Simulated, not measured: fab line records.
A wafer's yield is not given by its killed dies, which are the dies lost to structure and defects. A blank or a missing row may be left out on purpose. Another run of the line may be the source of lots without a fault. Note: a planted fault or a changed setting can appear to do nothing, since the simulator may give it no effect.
fab line records	flow rit_cmos	part 1 of 2: steps 1 to 35 of 48
record lots=5	wafers=15	last_day=7
route steps=202 shown NLDD@109 PLDD@114 SPACER@125 NSD@131 PSD@142 SDANNEAL@153
lots that met no fault: taken from a fault-free run of the same line
start_h: start of the lot's first displayed wafer, in hours after the record's first day	wait_h: hours elapsed since this lot's preceding step	" the same as in the row above	L1.1+2: several wafers, shown together as one row	- no value, or no start was given	* or withheld: withheld	< > ~ a bound
route shown NAME@n: names a module that has steps shown in the file, with the first one's number in the route	usual: the fault-free wafers' mean and standard deviation	same: alike in all rows	chamber/n: place in a boat	sites: readings site by site	_std_site: standard deviation of those values	_edge_site: inner sites' mean taken away from outer sites' mean	radius_mm: for every site, how far away it sits from the centre of the wafer	mask NAME#n: copy n	behind: the tool/chamber that last shaped the wafer	hold: why the lot went on hold/how many hours it stayed there/how the hold came to an end	device: the n, p or np transistor that did not switch	end of line: at the end of the route, the tests of the same wafers	step lacking rows: just its recipe	killed: not the wafer's yield, but the dies lost to structure and defects at the first sort	map: per-die view of a wafer (x killed, . not killed, _ where there is no die)
set.NAME: the setting as run; set.NAME@STEP: as run at that earlier step	model.NAME: the simulator's own value behind a step, which no gauge read
certain route steps with their lots: each step a table, each wafer a row
services: a tool's chamber out of use, with start hour (start_h, from the record's first day; less than 0 if before it), hours out, and reason
## steps
# step RIT_NLDD_OVL_MEAS_06
# usual NLDD_OVL=0.3/1.3
lot.wafer	tool	chamber	start_h	wait_h	NLDD_OVL[nm]
L074.1	overlay-01	-	51.85	-	0.2
L074.3	"	-	"	"	1.9
L074.4	"	-	"	"	-0.6
L081.1	overlay-01	-	78.87	-	2.2
L081.2	"	-	"	"	-0.4
L081.4	"	-	"	"	0.4
L085.3	overlay-02	-	108.92	-	-1.6
L085.4	"	-	"	"	-2.1
L085.6	"	-	"	"	0.0
L091.1	overlay-02	-	142.38	-	1.2
L091.2	"	-	"	"	0.8
L091.5	"	-	"	"	0.2
L093.2	overlay-02	-	147.23	-	0.8
L093.4	"	-	"	"	0.8
L093.6	"	-	"	"	0.7
# step RIT_NLDD_HARDBAKE_07
# recipe resist=NOVOLAK	temp_c=140	time_s=60
lot.wafer	tool	chamber	start_h	wait_h
L074.1+3+4	litho_track-02	0	51.93	0.1
L081.1+2+4	litho_track-03	0	78.93	0.1
L085.3+4+6	litho_track-03	0	108.99	0.1
L091.1+2+5	litho_track-02	0	142.41	0.0
L093.2+4+6	litho_track-03	0	147.29	0.0
# step RIT_NLDD_IMPLANT_08
# recipe species=P	energy_kev=20	dose_cm2=4.967e+14	tilt_deg=7
lot.wafer	tool	chamber	start_h	wait_h
L074.1+3+4	implanter-04	0	52.08	0.1
L081.1+2+4	implanter-01	0	79.08	0.1
L085.3+4+6	implanter-02	0	109.14	0.1
L091.1+2+5	implanter-04	0	142.56	0.1
L093.2+4+6	implanter-01	0	147.44	0.1
# step RIT_NLDD_STRIP_09
# recipe chemistry=O2	time_s=180	resist=NOVOLAK	platen_temp_c=withheld	power_w=500	pressure_mtorr=4000	o2_flow_sccm=4000
# usual drypump_motor_current_A=5.4/0.33	o2_flow_sccm=3999/12
lot.wafer	tool	chamber	start_h	wait_h	drypump_motor_current_A	o2_flow_sccm	rf_hours_counter_h
L074.1	plasma_asher-02	1	52.23	0.1	5.3	3988	43
L074.3	"	1	"	"	5.3	3996	-
L074.4	"	0	"	"	5.3	3991	-
L081.1	plasma_asher-03	0	79.23	0.1	5.9	3996	27
L081.2	"	1	"	"	5.7	4001	27
L081.4	"	1	"	"	5.7	3988	-
L085.3	plasma_asher-02	1	109.30	0.1	5.3	4006	-
L085.4	"	0	"	"	5.3	4006	-
L085.6	"	1	"	"	5.3	3996	-
L091.1	plasma_asher-03	1	142.71	0.1	5.7	3988	31
L091.2	"	0	"	"	5.9	4011	31
L091.5	"	0	"	"	5.9	4009	-
L093.2	plasma_asher-03	0	147.56	0.1	5.9	3988	32
L093.4	"	0	"	"	5.9	3983	-
L093.6	"	1	"	"	5.7	3988	-
# step RIT_NLDD_TW_MEAS_10
# usual NLDD_TW=2497/15
lot.wafer	tool	chamber	start_h	wait_h	NLDD_TW
L074.1	film_metro-03	-	52.40	0.1	2510
L074.3	"	-	"	"	2507
L074.4	"	-	"	"	2491
L081.1	film_metro-03	-	79.41	0.1	2498
L081.2	"	-	"	"	2502
L081.4	"	-	"	"	2512
L085.3	film_metro-03	-	109.44	0.1	2494
L085.4	"	-	"	"	2500
L085.6	"	-	"	"	2489
L091.1	film_metro-04	-	142.89	0.1	2481
L091.2	"	-	"	"	2477
L091.5	"	-	"	"	2476
L093.2	film_metro-04	-	147.75	0.1	2481
L093.4	"	-	"	"	2481
L093.6	"	-	"	"	2467
# step RIT_PLDD_HMDS_00
# recipe prime_time_s=60	prime_temp_c=140
lot.wafer	tool	chamber	start_h	wait_h
L074.1+3+4	litho_track-02	0	52.46	0.1
L081.1+2+4	litho_track-02	0	79.47	0.1
L085.3+4+6	litho_track-03	0	109.53	0.1
L091.1+2+5	litho_track-01	0	142.95	0.1
L093.2+4+6	litho_track-03	0	147.89	0.1
# step RIT_PLDD_COAT_01
# recipe resist=NOVOLAK	spin_rpm=3250	resist_thk_nm=1000
lot.wafer	tool	chamber	start_h	wait_h
L074.1+3+4	litho_track-02	0	52.61	0.1
L081.1+2+4	litho_track-02	0	79.62	0.1
L085.3+4+6	litho_track-03	0	109.68	0.1
L091.1+2+5	litho_track-01	0	143.10	0.1
L093.2+4+6	litho_track-03	0	148.04	0.1
# step RIT_PLDD_SOFTBAKE_02
# recipe resist=NOVOLAK	temp_c=90	time_s=60
lot.wafer	tool	chamber	start_h	wait_h
L074.1+3+4	litho_track-02	0	52.76	0.1
L081.1+2+4	litho_track-02	0	79.77	0.1
L085.3+4+6	litho_track-03	0	109.83	0.1
L091.1+2+5	litho_track-01	0	143.25	0.1
L093.2+4+6	litho_track-03	0	148.19	0.1
# step RIT_PLDD_EXPOSE_03
# recipe mask_id=M8	na=0.57	target_cd_nm=40900	dose_mj=250
lot.wafer	tool	chamber	start_h	wait_h	mask
L074.1+3+4	iline_stepper-02	0	52.91	0.1	M8#0
L081.1+2+4	iline_stepper-01	0	80.04	0.2	M8#0
L085.3+4+6	iline_stepper-02	0	109.97	0.1	M8#0
L091.1+2+5	iline_stepper-02	0	143.52	0.2	M8#0
L093.2+4+6	iline_stepper-02	0	148.46	0.2	M8#0
# step RIT_PLDD_PEB_04
# recipe resist=NOVOLAK	temp_c=withheld	time_s=withheld
lot.wafer	tool	chamber	start_h	wait_h
L074.1+3+4	litho_track-03	0	53.03	0.1
L081.1+2+4	litho_track-02	0	80.16	0.1
L085.3+4+6	litho_track-03	0	110.10	0.1
L091.1+2+5	litho_track-02	0	143.64	0.1
L093.2+4+6	litho_track-03	0	148.62	0.1
# step RIT_PLDD_DEVELOP_05
# recipe resist=NOVOLAK	develop_time_s=50	dev_temp_c=23
lot.wafer	tool	chamber	start_h	wait_h
L074.1+3+4	litho_track-03	0	-	-
L081.1+2+4	litho_track-02	0	-	-
L085.3+4+6	litho_track-03	0	-	-
L091.1+2+5	litho_track-02	0	-	-
L093.2+4+6	litho_track-03	0	-	-
# step RIT_PLDD_OVL_MEAS_06
# usual PLDD_OVL=-0.5/1.2
lot.wafer	tool	chamber	start_h	wait_h	PLDD_OVL[nm]
L074.1	overlay-02	-	53.31	-	-1.1
L074.3	"	-	"	"	1.0
L074.4	"	-	"	"	-0.8
L081.1	overlay-01	-	80.44	-	-3.3
L081.2	"	-	"	"	-0.7
L081.4	"	-	"	"	1.1
L085.3	overlay-01	-	110.34	-	-1.1
L085.4	"	-	"	"	-0.5
L085.6	"	-	"	"	-1.8
L091.1	overlay-02	-	143.92	-	-0.2
L091.2	"	-	"	"	-2.0
L091.5	"	-	"	"	-1.4
L093.2	overlay-02	-	148.89	-	0.0
L093.4	"	-	"	"	0.1
L093.6	"	-	"	"	-1.4
# step RIT_PLDD_HARDBAKE_07
# recipe resist=NOVOLAK	temp_c=140	time_s=60
lot.wafer	tool	chamber	start_h	wait_h
L074.1+3+4	litho_track-02	0	53.35	0.0
L081.1+2+4	litho_track-03	0	80.60	0.2
L085.3+4+6	litho_track-02	0	110.41	0.1
L091.1+2+5	litho_track-02	0	143.96	0.0
L093.2+4+6	litho_track-02	0	148.99	0.1
# step RIT_PLDD_IMPLANT_08
# recipe species=BF2	energy_kev=20	dose_cm2=9e+14	tilt_deg=7
lot.wafer	tool	chamber	start_h	wait_h
L074.1+3+4	implanter-01	0	53.50	0.1
L081.1+2+4	implanter-01	0	80.75	0.1
L085.3+4+6	implanter-04	0	110.56	0.1
L091.1+2+5	implanter-04	0	144.11	0.1
L093.2+4+6	implanter-01	0	149.14	0.1
# step RIT_PLDD_STRIP_09
# recipe chemistry=O2	time_s=180	resist=NOVOLAK	platen_temp_c=withheld	power_w=500	pressure_mtorr=4000	o2_flow_sccm=4000
# usual drypump_motor_current_A=5.56/0.26	o2_flow_sccm=4000/13
lot.wafer	tool	chamber	start_h	wait_h	drypump_motor_current_A	o2_flow_sccm	rf_hours_counter_h
L074.1	plasma_asher-02	1	53.65	0.1	5.34	4000	44
L074.3	"	0	"	"	5.34	4006	-
L074.4	"	1	"	"	5.35	3995	-
L081.1	plasma_asher-03	0	80.90	0.1	5.88	3989	27
L081.2	"	1	"	"	5.65	3994	27
L081.4	"	0	"	"	5.87	3993	-
L085.3	plasma_asher-02	0	110.72	0.1	5.35	4028	-
L085.4	"	1	"	"	5.34	4008	-
L085.6	"	0	"	"	5.34	4026	-
L091.1	plasma_asher-04	0	144.26	0.1	5.96	3981	3
L091.2	"	1	"	"	5.28	4004	3
L091.5	"	1	"	"	5.28	3995	-
L093.2	plasma_asher-03	0	149.27	0.1	5.88	3991	32
L093.4	"	0	"	"	5.87	3988	-
L093.6	"	0	"	"	5.87	4012	-
# step RIT_PLDD_TW_MEAS_10
# usual PLDD_TW=2361/15
lot.wafer	tool	chamber	start_h	wait_h	PLDD_TW
L074.1	film_metro-02	-	53.82	0.1	2360
L074.3	"	-	"	"	2374
L074.4	"	-	"	"	2387
L081.1	film_metro-04	-	81.08	0.1	2358
L081.2	"	-	"	"	2358
L081.4	"	-	"	"	2357
L085.3	film_metro-02	-	110.86	0.1	2358
L085.4	"	-	"	"	2351
L085.6	"	-	"	"	2348
L091.1	film_metro-03	-	144.43	0.1	2379
L091.2	"	-	"	"	2384
L091.5	"	-	"	"	2365
L093.2	film_metro-02	-	149.45	0.1	2366
L093.4	"	-	"	"	2368
L093.6	"	-	"	"	2366
# step RIT_SPACER_CLEAN_00
# recipe chemistry=SC1	mix=3:3:50	time_s=600	temp_c=75
# usual bath_heat_duty_pct=15.5/2.1
lot.wafer	tool	chamber	start_h	wait_h	bath_heat_duty_pct
L074.1	wet_bench-04	2	53.88	0.1	14.1
L074.3	"	2	"	"	12.9
L074.4	"	2	"	"	12.4
L081.1	wet_bench-04	1	81.14	0.1	17.6
L081.2	"	1	"	"	18.6
L081.4	"	1	"	"	16.3
L085.3	wet_bench-04	3	110.90	0.0	12.9
L085.4	"	3	"	"	12.5
L085.6	"	3	"	"	12.8
L091.1	wet_bench-01	0	144.49	0.1	14.3
L091.2	"	0	"	"	14.7
L091.5	"	0	"	"	15.3
L093.2	wet_bench-03	1	149.50	0.0	18.5
L093.4	"	1	"	"	17.3
L093.6	"	1	"	"	18.3
# step RIT_SPACER_CLEAN_01
# recipe chemistry=dHF	dilution=50:1	time_s=30
lot.wafer	tool	chamber	start_h	wait_h
L074.1+3+4	wet_bench-01	2	54.06	0.0
L081.1+2+4	wet_bench-03	2	81.31	0.0
L085.3+4+6	wet_bench-01	0	111.09	0.0
L091.1+2+5	wet_bench-03	3	144.67	0.0
L093.2+4+6	wet_bench-04	3	149.68	0.0
# step RIT_SPACER_CLEAN_02
# recipe chemistry=SC2	mix=3:3:50	time_s=600	temp_c=75	dry=n2_spin
# usual bath_heat_duty_pct=15.4/2.3
lot.wafer	tool	chamber	start_h	wait_h	bath_heat_duty_pct
L074.1	wet_bench-03	0	54.08	0.0	15.4
L074.3	"	0	"	"	15.2
L074.4	"	0	"	"	15.4
L081.1	wet_bench-01	2	81.33	0.0	16.0
L081.2	"	2	"	"	14.7
L081.4	"	2	"	"	15.5
L085.3	wet_bench-03	0	111.11	0.0	15.4
L085.4	"	0	"	"	15.3
L085.6	"	0	"	"	16.0
L091.1	wet_bench-04	3	144.69	0.0	12.4
L091.2	"	3	"	"	13.1
L091.5	"	3	"	"	11.9
L093.2	wet_bench-04	3	149.70	0.0	12.5
L093.4	"	3	"	"	14.0
L093.6	"	3	"	"	12.7
# step RIT_SPACER_CVD_03
# recipe material=Si3N4	target_thk_nm=250	temp_c=810	precursor=SiH2Cl2/NH3	time_s=3300	pressure_mtorr=300	sih2cl2_flow_sccm=57.16	nh3_flow_sccm=150
# usual susceptor_temp_C=810.1/0.35	zone_power_load_pct=20.4/1.6
lot.wafer	tool	chamber	start_h	wait_h	susceptor_temp_C	zone_power_load_pct
L074.1	lpcvd-01	0	54.27	0.0	810.3	18.8
L074.3	"	0	"	"	809.7	19.0
L074.4	"	0	"	"	809.8	19.0
L081.1	lpcvd-02	0	81.52	0.0	810.7	19.2
L081.2	"	0	"	"	809.8	18.8
L081.4	"	0	"	"	810.4	19.1
L085.3	lpcvd-02	0	111.30	0.0	809.9	19.1
L085.4	"	0	"	"	810.0	19.0
L085.6	"	0	"	"	810.6	19.2
L091.1	lpcvd-01	0	144.88	0.0	810.2	19.1
L091.2	"	0	"	"	810.4	18.9
L091.5	"	0	"	"	810.9	18.9
L093.2	lpcvd-02	1	149.89	0.0	810.1	20.5
L093.4	"	1	"	"	810.4	20.7
L093.6	"	1	"	"	810.4	20.7
# step RIT_SPACER_THK_MEAS_04
# recipe reads=Si3N4_of_SPACER_CVD_03
# usual SPACER_NITRIDE_THK=245.8/2.7
lot.wafer	tool	chamber	start_h	wait_h	SPACER_NITRIDE_THK[nm]
L074.1	film_metro-02	-	56.18	0.0	247.7
L074.3	"	-	"	"	247.5
L074.4	"	-	"	"	247.1
L081.1	film_metro-03	-	83.44	0.0	245.4
L081.2	"	-	"	"	249.0
L081.4	"	-	"	"	246.0
L085.3	film_metro-01	-	113.23	0.0	247.6
L085.4	"	-	"	"	247.1
L085.6	"	-	"	"	247.7
L091.1	film_metro-02	-	146.79	0.0	246.2
L091.2	"	-	"	"	246.8
L091.5	"	-	"	"	246.1
L093.2	film_metro-03	-	151.81	0.0	243.3
L093.4	"	-	"	"	240.0
L093.6	"	-	"	"	239.4
# step RIT_SPACER_ETCHBACK_05
# recipe target_depth_a=2500	SF6_flow_sccm=30	CHF3_flow_sccm=30	target=Si3N4	chemistry=SF6/CHF3	pressure_mtorr=40	rf_w=250	time_s=240	stop_on=SiO2
# usual drypump_motor_current_A=5.7/0.45	oes_product_au=0.833/0.016	throttle_valve_pct=10.29/0.15
lot.wafer	tool	chamber	start_h	wait_h	drypump_motor_current_A	oes_product_au	rf_hours_counter_h	throttle_valve_pct
L074.1	rie_diel-04	1	56.24	0.1	6.2	0.817	121	10.21
L074.3	"	3	"	"	5.9	0.828	129	10.18
L074.4	"	2	"	"	6.4	0.828	3	10.32
L081.1	rie_diel-02	3	83.50	0.1	5.9	0.833	31	10.54
L081.2	"	0	"	"	5.8	0.825	38	10.16
L081.4	"	2	"	"	5.3	0.864	65	10.10
L085.3	rie_diel-03	2	113.27	0.0	5.8	0.844	105	10.34
L085.4	"	0	"	"	5.8	0.854	83	10.09
L085.6	"	2	"	"	5.8	0.837	-	10.35
L091.1	rie_diel-04	3	146.85	0.1	5.9	0.830	131	10.18
L091.2	"	0	"	"	4.8	0.828	79	10.53
L091.5	"	1	"	"	6.2	0.814	-	10.21
L093.2	rie_diel-04	2	151.86	0.0	6.3	0.817	5	10.32
L093.4	"	1	"	"	6.2	0.797	123	10.23
L093.6	"	1	"	"	6.2	0.802	-	10.21
# step RIT_NSD_HMDS_00
# recipe prime_time_s=60	prime_temp_c=140
lot.wafer	tool	chamber	start_h	wait_h
L074.1+3+4	litho_track-01	0	56.39	0.1
L081.1+2+4	litho_track-04	0	83.65	0.1
L085.3+4+6	litho_track-01	0	113.47	0.1
L091.1+2+5	litho_track-01	0	147.00	0.1
L093.2+4+6	litho_track-02	0	152.11	0.2
# step RIT_NSD_COAT_01
# recipe resist=NOVOLAK	spin_rpm=3250	resist_thk_nm=1000
lot.wafer	tool	chamber	start_h	wait_h
L074.1+3+4	litho_track-01	0	56.54	0.1
L081.1+2+4	litho_track-04	0	83.80	0.1
L085.3+4+6	litho_track-01	0	113.62	0.1
L091.1+2+5	litho_track-01	0	147.15	0.1
L093.2+4+6	litho_track-02	0	152.26	0.1
# step RIT_NSD_SOFTBAKE_02
# recipe resist=NOVOLAK	temp_c=90	time_s=60
lot.wafer	tool	chamber	start_h	wait_h
L074.1+3+4	litho_track-01	0	56.69	0.1
L081.1+2+4	litho_track-04	0	83.95	0.1
L085.3+4+6	litho_track-01	0	113.77	0.1
L091.1+2+5	litho_track-01	0	147.30	0.1
L093.2+4+6	litho_track-02	0	152.41	0.1
# step RIT_NSD_EXPOSE_03
# recipe mask_id=M9	na=0.57	target_cd_nm=40700	dose_mj=250
lot.wafer	tool	chamber	start_h	wait_h	mask
L074.1+3+4	iline_stepper-02	0	56.97	0.2	M9#0
L081.1+2+4	iline_stepper-01	0	84.22	0.2	M9#0
L085.3+4+6	iline_stepper-02	0	114.04	0.2	M9#0
L091.1+2+5	iline_stepper-01	0	147.58	0.2	M9#0
L093.2+4+6	iline_stepper-02	0	152.62	0.2	M9#0
# step RIT_NSD_PEB_04
# recipe resist=NOVOLAK	temp_c=withheld	time_s=withheld
lot.wafer	tool	chamber	start_h	wait_h
L074.1+3+4	litho_track-04	0	57.09	0.1
L081.1+2+4	litho_track-04	0	84.34	0.1
L085.3+4+6	litho_track-02	0	114.17	0.1
L091.1+2+5	litho_track-04	0	147.70	0.1
L093.2+4+6	litho_track-04	0	152.79	0.2
# step RIT_NSD_DEVELOP_05
# recipe resist=NOVOLAK	develop_time_s=50	dev_temp_c=23
lot.wafer	tool	chamber	start_h	wait_h
L074.1+3+4	litho_track-04	0	-	-
L081.1+2+4	litho_track-04	0	-	-
L085.3+4+6	litho_track-02	0	-	-
L091.1+2+5	litho_track-04	0	-	-
L093.2+4+6	litho_track-04	0	-	-
# step RIT_NSD_OVL_MEAS_06
# usual NSD_OVL=0.8/1.5
lot.wafer	tool	chamber	start_h	wait_h	NSD_OVL[nm]
L074.1	overlay-01	-	57.37	-	-0.2
L074.3	"	-	"	"	-2.2
L074.4	"	-	"	"	-1.3
L081.1	overlay-01	-	84.62	-	1.7
L081.2	"	-	"	"	2.0
L081.4	"	-	"	"	-0.3
L085.3	overlay-02	-	114.41	-	3.1
L085.4	"	-	"	"	1.1
L085.6	"	-	"	"	-1.2
L091.1	overlay-02	-	147.98	-	1.2
L091.2	"	-	"	"	1.4
L091.5	"	-	"	"	0.8
L093.2	overlay-01	-	153.05	-	0.3
L093.4	"	-	"	"	-0.7
L093.6	"	-	"	"	0.1
# step RIT_NSD_HARDBAKE_07
# recipe resist=NOVOLAK	temp_c=140	time_s=60
lot.wafer	tool	chamber	start_h	wait_h
L074.1+3+4	litho_track-04	0	57.40	0.0
L081.1+2+4	litho_track-01	0	84.74	0.1
L085.3+4+6	litho_track-01	0	114.49	0.1
L091.1+2+5	litho_track-01	0	148.19	0.2
L093.2+4+6	litho_track-04	0	153.11	0.0
# step RIT_NSD_IMPLANT_08
# recipe species=P	energy_kev=25.33	dose_cm2=1e+15	tilt_deg=7
lot.wafer	tool	chamber	start_h	wait_h
L074.1+3+4	implanter-02	0	57.55	0.1
L081.1+2+4	implanter-04	0	84.89	0.1
L085.3+4+6	implanter-02	0	114.64	0.1
L091.1+2+5	implanter-03	0	148.34	0.1
L093.2+4+6	implanter-02	0	153.26	0.1
# step RIT_NSD_STRIP_09
# recipe chemistry=O2	time_s=180	resist=NOVOLAK	platen_temp_c=withheld	power_w=500	pressure_mtorr=4000	o2_flow_sccm=4000
# usual drypump_motor_current_A=5.3/0.42	o2_flow_sccm=4001/12
lot.wafer	tool	chamber	start_h	wait_h	drypump_motor_current_A	o2_flow_sccm	rf_hours_counter_h
L074.1	plasma_asher-03	1	57.70	0.1	5.7	3992	25
L074.3	"	1	"	"	5.7	3987	-
L074.4	"	0	"	"	5.9	4007	-
L081.1	plasma_asher-01	0	85.04	0.1	5.0	3979	43
L081.2	"	1	"	"	4.8	4005	43
L081.4	"	1	"	"	4.9	4009	-
L085.3	plasma_asher-01	0	114.79	0.1	5.0	4017	-
L085.4	"	1	"	"	4.9	3990	-
L085.6	"	1	"	"	4.9	3995	-
L091.1	plasma_asher-01	1	148.49	0.1	4.9	3994	50
L091.2	"	0	"	"	5.0	3999	50
L091.5	"	1	"	"	4.9	4000	-
L093.2	plasma_asher-04	0	153.38	0.1	6.0	4032	4
L093.4	"	1	"	"	5.3	4008	-
L093.6	"	0	"	"	5.9	4018	-
# step RIT_NSD_TW_MEAS_10
# usual NSD_TW=3144/22
lot.wafer	tool	chamber	start_h	wait_h	NSD_TW
L074.1	film_metro-04	-	57.88	0.1	3099
L074.3	"	-	"	"	3126
L074.4	"	-	"	"	3102
L081.1	film_metro-03	-	85.21	0.1	3156
L081.2	"	-	"	"	3145
L081.4	"	-	"	"	3138
L085.3	film_metro-04	-	114.93	0.1	3113
L085.4	"	-	"	"	3126
L085.6	"	-	"	"	3122
L091.1	film_metro-03	-	148.66	0.1	3169
L091.2	"	-	"	"	3174
L091.5	"	-	"	"	3147
L093.2	film_metro-03	-	153.57	0.1	3169
L093.4	"	-	"	"	3167
L093.6	"	-	"	"	3179
# step RIT_PSD_HMDS_00
# recipe prime_time_s=60	prime_temp_c=140
lot.wafer	tool	chamber	start_h	wait_h
L074.1+3+4	litho_track-01	0	57.94	0.1
L081.1+2+4	litho_track-03	0	85.27	0.1
L085.3+4+6	litho_track-01	0	115.02	0.1
L091.1+2+5	litho_track-04	0	148.91	0.2
L093.2+4+6	litho_track-03	0	153.64	0.1
# step RIT_PSD_COAT_01
# recipe resist=NOVOLAK	spin_rpm=3250	resist_thk_nm=1000
lot.wafer	tool	chamber	start_h	wait_h
L074.1+3+4	litho_track-01	0	58.09	0.1
L081.1+2+4	litho_track-03	0	85.42	0.1
L085.3+4+6	litho_track-01	0	115.17	0.1
L091.1+2+5	litho_track-04	0	149.06	0.1
L093.2+4+6	litho_track-03	0	153.79	0.1
